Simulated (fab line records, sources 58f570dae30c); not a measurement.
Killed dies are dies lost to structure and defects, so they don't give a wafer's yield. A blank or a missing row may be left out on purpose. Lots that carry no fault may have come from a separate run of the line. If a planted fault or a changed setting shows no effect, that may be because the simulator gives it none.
What tool caused it?    flow berkeley-cmos170    15 lots with 45 wafers sampled at 4 steps, on a route of 331 steps

WHAT THE GAUGES SHOWED, per wafer
UCB170_M3_CD_MEAS_90 targets a cd of 700 nm. Usual: cd-nm 701 nm, standard deviation 3.6.
lot   measured      on         cd-nm (nm)   flag
L900  day 8 10:57   cd-sem-01  692 697 700  
L904  day 8 11:16   cd-sem-02  702 702 705  
L905  day 8 21:38   cd-sem-02  695 701 695  
L908  day 9 20:10   cd-sem-02  706 706 708  
L909  day 10 00:43  cd-sem-01  703 700 698  
L910  day 10 06:02  cd-sem-01  705 704 703  
L912  day 10 13:50  cd-sem-01  706 700 699  
L911  day 10 13:40  cd-sem-02  700 697 702  
L914  day 11 03:42  cd-sem-01  698 699 701  
L921  day 12 02:17  cd-sem-01  698 700 701  
L923  day 12 03:23  cd-sem-01  700 698 699  
L922  day 12 03:16  cd-sem-02  704 701 701  

WHAT TOOL EACH LOT RAN ON (gives the tool, then ch and the chambers of the sampled wafers, and finally the start)
lot   UCB170_CONTACT_STRIP_19               UCB170_V1_DEVELOP_11               UCB170_M3_ETCH_17
L900  plasma-asher-02 ch 0,1, day 7 13:19   litho-track-03 ch 0, day 8 02:00   rie-diel-04 ch 0,1,2, day 8 10:37
L904  plasma-asher-01 ch 0,1, day 7 14:38   litho-track-01 ch 0, day 8 02:00   rie-diel-02 ch 1,3, day 8 10:53
L905  plasma-asher-02 ch 0,1, day 8 02:32   litho-track-02 ch 0, day 8 12:00   rie-diel-02 ch 0,1,3, day 8 21:17
L908  plasma-asher-01 ch 0,1, day 9 01:02   litho-track-02 ch 0, day 9 08:00   rie-diel-02 ch 1,2,3, day 9 19:50
L909  plasma-asher-01 ch 0,1, day 9 06:11   litho-track-03 ch 0, day 9 14:00   rie-diel-01 ch 1,2, day 10 00:20
L910  plasma-asher-02 ch 0,1, day 9 10:01   litho-track-01 ch 0, day 9 20:00   rie-diel-02 ch 0,1,3, day 10 05:41
L912  plasma-asher-01 ch 0,1, day 9 18:45   litho-track-03 ch 0, day 10 02:00  rie-diel-04 ch 0,3, day 10 13:31
L911  plasma-asher-03 ch 0, day 9 19:04     litho-track-02 ch 0, day 10 02:00  rie-diel-01 ch 0,2,3, day 10 13:19
L915  plasma-asher-02 ch 0,1, day 10 08:14  litho-track-03, day 10 17:00       -
L916  plasma-asher-03 ch 0,1, day 10 08:35  litho-track-03, day 10 16:00       -
L917  plasma-asher-02 ch 1, day 10 08:36    litho-track-02, day 10 17:00       -
L914  plasma-asher-03 ch 0,1, day 10 09:14  litho-track-01 ch 0, day 10 17:00  rie-diel-01 ch 0,1, day 11 03:19
L921  plasma-asher-01 ch 0,1, day 11 04:08  litho-track-03 ch 0, day 11 15:00  rie-diel-04 ch 0,1,3, day 12 01:56
L923  plasma-asher-01 ch 0,1, day 11 06:35  litho-track-03 ch 0, day 11 16:00  rie-diel-04 ch 0,1,2, day 12 03:03
L922  plasma-asher-01 ch 0,1, day 11 08:35  litho-track-02 ch 0, day 11 16:00  rie-diel-02 ch 1,2, day 12 02:56
- UCB170_CONTACT_STRIP_19: strips in O2.
- UCB170_V1_DEVELOP_11: develop time 45 s.
- UCB170_M3_ETCH_17: etches BARC in N2/H2.

WHAT THE TOOLS THEMSELVES READ (means of the sampled wafers that have a number; where no wafer has one, the mark that the record gives instead)
UCB170_CONTACT_STRIP_19. Usual: drypump-motor-current-A 5.7 A, standard deviation 0.48; oes-product-au 0.725 a.u., standard deviation 0.0049.
lot   tool             drypump-motor-current-A (A)  oes-product-au (a.u.)  flag
L900  plasma-asher-02  5.4                          0.720                  
L904  plasma-asher-01  5.4                          0.729                  
L905  plasma-asher-02  5.6                          0.721                  
L908  plasma-asher-01  5.4                          0.726                  
L909  plasma-asher-01  5.5                          0.728                  
L910  plasma-asher-02  5.4                          0.719                  
L912  plasma-asher-01  5.9                          0.723                  
L911  plasma-asher-03  6.2                          0.721                  
L915  plasma-asher-02  5.6                          0.726                  
L916  plasma-asher-03  6.0                          0.725                  
L917  plasma-asher-02  5.8                          0.726                  
L914  plasma-asher-03  6.1                          0.723                  
L921  plasma-asher-01  5.4                          0.728                  
L923  plasma-asher-01  5.4                          0.721                  
L922  plasma-asher-01  5.4                          0.728                  

UCB170_V1_DEVELOP_11. Usual: chill-plate-temp-C 23.02 C, standard deviation 0.1.
lot   tool            chill-plate-temp-C (C)  flag
L900  litho-track-03  22.87                   
L904  litho-track-01  22.98                   
L905  litho-track-02  22.97                   
L908  litho-track-02  22.88                   
L909  litho-track-03  23.00                   
L910  litho-track-01  23.12                   
L912  litho-track-03  23.16                   
L911  litho-track-02  23.14                   
L915  litho-track-03  -                       OFF
L916  litho-track-03  -                       OFF
L917  litho-track-02  -                       OFF
L914  litho-track-01  23.03                   
L921  litho-track-03  23.01                   
L923  litho-track-03  22.93                   
L922  litho-track-02  23.05                   

UCB170_M3_ETCH_17. Usual: drypump-motor-current-A 5.5 A, standard deviation 0.48; oes-product-au 0.999 a.u., standard deviation 0.017; throttle-valve-pct 13.37 %, standard deviation 0.2.
lot   tool         drypump-motor-current-A (A)  oes-product-au (a.u.)  throttle-valve-pct (%)  flag
L900  rie-diel-04  5.6                          0.999                  13.37                   
L904  rie-diel-02  5.2                          1.005                  13.55                   
L905  rie-diel-02  5.7                          0.998                  13.53                   
L908  rie-diel-02  5.4                          1.007                  13.43                   
L909  rie-diel-01  5.0                          1.016                  13.44                   
L910  rie-diel-02  5.7                          1.003                  13.52                   
L912  rie-diel-04  5.5                          0.999                  13.47                   
L911  rie-diel-01  5.5                          0.998                  13.26                   
L914  rie-diel-01  5.3                          0.969                  13.36                   
L921  rie-diel-04  5.5                          1.000                  13.44                   
L923  rie-diel-04  5.6                          0.997                  13.37                   
L922  rie-diel-02  4.9                          1.020                  13.37                   

THE ANSWER, worked out from the rows above alone
Rule: lot off if the mean of its wafers having a number is beyond 3 standard deviations from the usual mean. A lot without any number at a reading at which 4 lots or more have one is off too. Where the step has rows for the other lots, those lots are counted as sound. Order of review: gauges by route order, followed by the tools' own readings, for which a lot's mean as printed above is used. At the first step where some lot is off, the reading lying furthest off is the one used; lots without a number count as furthest.
Off, at UCB170_V1_DEVELOP_11 on chill-plate-temp-C: L915, L916, L917. Without a number there: L915, L916, L917.
A tool fits if, at that step or a process step before it, it ran every lot that is off, and no sound lot after the first of them. Of those tried, none fits.

WHAT WAS PUT IN BY THE SIMULATOR
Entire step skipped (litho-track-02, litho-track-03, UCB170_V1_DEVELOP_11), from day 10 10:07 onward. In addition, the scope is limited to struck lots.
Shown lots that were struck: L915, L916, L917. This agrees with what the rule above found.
